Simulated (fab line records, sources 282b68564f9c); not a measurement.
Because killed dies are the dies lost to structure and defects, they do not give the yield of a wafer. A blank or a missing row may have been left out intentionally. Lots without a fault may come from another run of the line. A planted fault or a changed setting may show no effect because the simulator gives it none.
Lot-split experiment	flow rit cmos	on a route of 202 steps: 5 lots, 23 wafers read

THE SPLIT
At RIT_GATE_DEVELOP_15 (develop time 50 s), the setting develop time s was moved away from the recipe's 50 s on 8 of the 23 wafers read, by -7.2% to +12.0%. For the rest of the wafers, this setting stayed at what the recipe calls for.

FROM SPLIT TO READING: 1 step shown by the file between the two
- RIT_GATE_ETCH_19: etches poly-Si in SF6/CHF3/O2, stops on SiO2, time 165 s, target depth 312.5 nm (also split here: rf w)

THE READING
etest.pmos_0p15.r on ohm um (the simulator's own value, which no gauge read), at RIT_M1_PROBE_99. The file gives no usual value for it. Average 2727, standard deviation 87, over the 15 wafers here run with the recipe.

wafer	tool, chamber at the split	develop time s as run, s	against the recipe	etest.pmos_0p15.r on ohm um	against lot-mates on the recipe
L074.1	litho track-01, 0	50	recipe	2837	-
L074.2	litho track-01, 0	46.39	-7.2%	3082	+280
L074.3	litho track-01, 0	46.39	-7.2%	3102	+300
L074.4	litho track-01, 0	46.39	-7.2%	2983	+182
L074.6	litho track-01, 0	50	recipe	2766	-
L077.1	litho track-02, 0	54.6	+9.2%	2330	-478
L077.2	litho track-02, 0	54.6	+9.2%	2350	-458
L077.3	litho track-02, 0	50	recipe	2749	-
L077.4	litho track-02, 0	50	recipe	2838	-
L077.6	litho track-02, 0	50	recipe	2836	-
L078.1	litho track-01, 0	50	recipe	2613	-
L078.2	litho track-01, 0	50	recipe	2607	-
L078.3	litho track-01, 0	50	recipe	2587	-
L078.4	litho track-01, 0	50	recipe	2626	-
L078.5	litho track-01, 0	50	recipe	2655	-
L079.2	litho track-04, 0	50	recipe	2751	-
L079.5	litho track-04, 0	50	recipe	2716	-
L079.6	litho track-04, 0	50	recipe	2741	-
L081.1	litho track-02, 0	50	recipe	2841	-
L081.2	litho track-02, 0	50	recipe	2742	-
L081.3	litho track-02, 0	56.02	+12.0%	2153	-638
L081.4	litho track-02, 0	56.02	+12.0%	2233	-558
L081.5	litho track-02, 0	56.02	+12.0%	2346	-446

THE FIT
A straight line over all 23 wafers: etest.pmos_0p15.r on ohm um changes by -41.9 for each +1% of develop time s; r = -0.95; the points scatter about the line by 83.
The same after taking each lot's own level away (the mean of its wafers on the recipe; 23 wafers): -43.9 for each +1%; r = -0.98; scatter 53.
That fit puts the effect of the largest move of develop time s on the reading at 5.3e+02.
Measured against the standard deviation above, the lots' own levels, which go from 2617.6 to 2807.7, span 2.2 times it.
So the lot-to-lot level changes the slope little: the two slopes agree.
Check: for one of the wafers moved furthest among these (+12.0%), held out of the fit, the line's prediction against its lot-mates is -520. It came out at -638 against them.

FURTHER SPLITS ON THESE WAFERS
Before the reading, these wafers also passed through other splits. Each is held against what the fit with the lots' levels taken away leaves over:
other split on the same wafers	wafers away from the commonest value	r with etest.pmos_0p15.r on ohm um (lot level and that fit taken away)
RIT_ACTIVE_ETCH_13 rf w	6	-0.10
RIT_FOX2_OXIDATION_00 ox time s	15	-0.13
RIT_NWELL_COAT_01 spin rpm	9	+0.01
RIT_NWELL_IMPLANT_08 dose cm2	4	+0.10
RIT_PWELL_STRIP_09 o2 flow sccm	5	+0.18
RIT_NRETRO_COAT_01 resist thk nm	7	-0.08
RIT_NRETRO_IMPLANT_08 energy kev	4	-0.22
RIT_PRETRO_SOFTBAKE_02 temp c	9	-0.40
RIT_GATE_OXIDATION_05 temp c	15	+0.03
RIT_GATE_ETCH_19 rf w	10	-0.06

THE WHOLE CHAIN: every reading that the file lists as answering this split, in the file's order
step	what it does	reading	change (the file's fit)	r (the file's)
RIT_GATE_ETCH_19	etches poly-Si in SF6/CHF3/O2, stops on SiO2, time 165 s, target depth 312.5 nm	GATE.cd nm (the simulator's own value, which no gauge read)	-1.77 nm for each +1% of the setting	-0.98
RIT_M1_PROBE_99		etest.pmos_0p3.r on ohm um (the simulator's own value, which no gauge read)	-44.3 for each +1% of the setting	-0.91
RIT_M1_PROBE_99		etest.pmos turned.r on ohm um (the simulator's own value, which no gauge read)	-44.8 for each +1% of the setting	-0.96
RIT_M1_PROBE_99		etest.nmos_0p3.r on ohm um (the simulator's own value, which no gauge read)	-13.9 for each +1% of the setting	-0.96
RIT_M1_PROBE_99		etest.pmos_0p15.r on ohm um (the simulator's own value, which no gauge read)	-45.2 for each +1% of the setting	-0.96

FILE'S OWN FIT
etest.pmos_0p15.r on ohm um changes by -45.2 for each +1% of develop time s, r = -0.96.
